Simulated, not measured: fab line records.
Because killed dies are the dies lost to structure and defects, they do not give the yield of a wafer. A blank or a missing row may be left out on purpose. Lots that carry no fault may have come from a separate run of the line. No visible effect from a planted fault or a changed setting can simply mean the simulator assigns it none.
Which tool is to blame?    flow berkeleyCmos170    42 wafers from 14 lots sampled at 3 of the route's 331 steps

## WHAT EACH GAUGE READ, for each wafer
UCB170_NLDD_TW_MEAS_11.
lot   measured      on            NLDD_TW
L303  day 7 02:16   filmMetro-02  2215 2220 2220
L302  day 7 02:28   filmMetro-03  2230 2229 2226
L307  day 8 04:47   filmMetro-02  2225 2216 2220
L305  day 8 05:53   filmMetro-04  2190 2179 2200
L310  day 8 20:56   filmMetro-02  2224 2216 2229
L312  day 9 18:46   filmMetro-02  2462 2469 2463
L314  day 9 23:48   filmMetro-02  2468 2464 2468
L315  day 9 23:35   filmMetro-03  2244 2251 2249
L318  day 10 16:07  filmMetro-04  2188 2180 2190
L317  day 10 16:44  filmMetro-02  2233 2230 2217
L323  day 12 08:19  filmMetro-03  2240 2223 2235
L322  day 12 08:35  filmMetro-02  2218 2221 2228
L324  day 12 19:42  filmMetro-03  2238 2238 2230
L325  day 12 19:59  filmMetro-02  2217 2227 2218

UCB170_SDANNEAL_RS_MEAS_05: the measuring method here is four-point-probe.
lot   measured      on            NLDD_RS (ohm/sq)
L303  day 7 20:13   filmMetro-02  615.7 615.1 614.9
L302  day 7 18:09   filmMetro-03  615.2 616.6 616.6
L307  day 8 17:42   filmMetro-04  617.2 617.4 617.9
L305  day 8 17:55   filmMetro-02  617.1 615.8 616.5
L310  day 9 10:07   filmMetro-02  614.9 616.4 616.0
L312  day 10 05:00  filmMetro-04  466.2 465.4 465.7
L314  day 10 12:07  filmMetro-02  464.9 465.1 463.6
L315  day 10 12:32  filmMetro-03  614.3 613.8 614.4
L318  day 11 06:31  filmMetro-04  620.7 620.8 619.5
L317  day 11 07:14  filmMetro-04  618.3 618.5 616.9
L323  day 13 02:55  filmMetro-04  617.8 617.7 617.9
L322  day 13 02:55  filmMetro-03  616.0 614.9 616.4
L324  day 13 11:06  filmMetro-02  617.2 615.0 617.9
L325  day 13 10:38  filmMetro-03  614.7 613.9 613.5

## WHAT TOOL EACH LOT RAN ON (gives the tool, then ch and the chambers of the sampled wafers, and finally the start)
lot   UCB170_NLDD_IMPLANT_09
L303  implanter-03 ch 0, day 7 02:02
L302  implanter-04 ch 0, day 7 02:13
L307  implanter-01 ch 0, day 8 04:32
L305  implanter-04 ch 0, day 8 05:38
L310  implanter-01 ch 0, day 8 20:41
L312  implanter-01 ch 0, day 9 18:09
L314  implanter-03 ch 0, day 9 23:14
L315  implanter-01 ch 0, day 9 23:20
L318  implanter-03 ch 0, day 10 15:52
L317  implanter-01 ch 0, day 10 16:29
L323  implanter-04 ch 0, day 12 08:04
L322  implanter-01 ch 0, day 12 08:20
L324  implanter-04 ch 0, day 12 19:27
L325  implanter-01 ch 0, day 12 19:45
- UCB170_NLDD_IMPLANT_09

## AS READ BY THE TOOLS THEMSELVES (means over the sampled wafers that have a number; for cases with no such wafer, the mark the record gives instead)
UCB170_NLDD_IMPLANT_09.
lot   tool          endStationPressureTorr (Torr)  faradayCurrentUA
L303  implanter-03  5.29e-06                       159
L302  implanter-04  5.27e-06                       156
L307  implanter-01  5.12e-06                       156
L305  implanter-04  5.22e-06                       159
L310  implanter-01  5.23e-06                       158
L312  implanter-01  5.26e-06                       156
L314  implanter-03  5.02e-06                       158
L315  implanter-01  5.18e-06                       159
L318  implanter-03  5.06e-06                       160
L317  implanter-01  5.03e-06                       161
L323  implanter-04  4.86e-06                       161
L322  implanter-01  5.22e-06                       159
L324  implanter-04  5.18e-06                       159
L325  implanter-01  5.52e-06                       157

## THE ANSWER, worked out from the rows above alone
Rule: the usual values come from the lots themselves. Put in order of their means at a reading, lots are off if they are a third of the lots or fewer, leave a main group of 4 or more, and stand apart from it by a gap of 3 or more times the standard deviation of the main group's means; of several such gaps the widest counts. A main group whose means are all the same, to the digits that the tables above print for the reading, isn't used. A lot without any number at a reading at which 4 lots or more have one is off too. Any other lot the step has rows for is counted as sound. The gauges are gone through in route order, then the tools' own readings, and for those a lot's mean is taken as printed above. The first step at which some lot is off is used, and at that step the reading that is off furthest; a lot without a number counts as furthest.
Off: L312, L314, at UCB170_NLDD_TW_MEAS_11 (NLDD_TW). Main group: mean 2221, sd 17.
A tool fits if, at a process step before that reading, it ran every lot that is off, and no sound lot after the first of them. Those tools and the gauges at UCB170_NLDD_TW_MEAS_11 are tried in the same way. No candidate that was tried fits.

## WHAT THE SIMULATOR PUT IN
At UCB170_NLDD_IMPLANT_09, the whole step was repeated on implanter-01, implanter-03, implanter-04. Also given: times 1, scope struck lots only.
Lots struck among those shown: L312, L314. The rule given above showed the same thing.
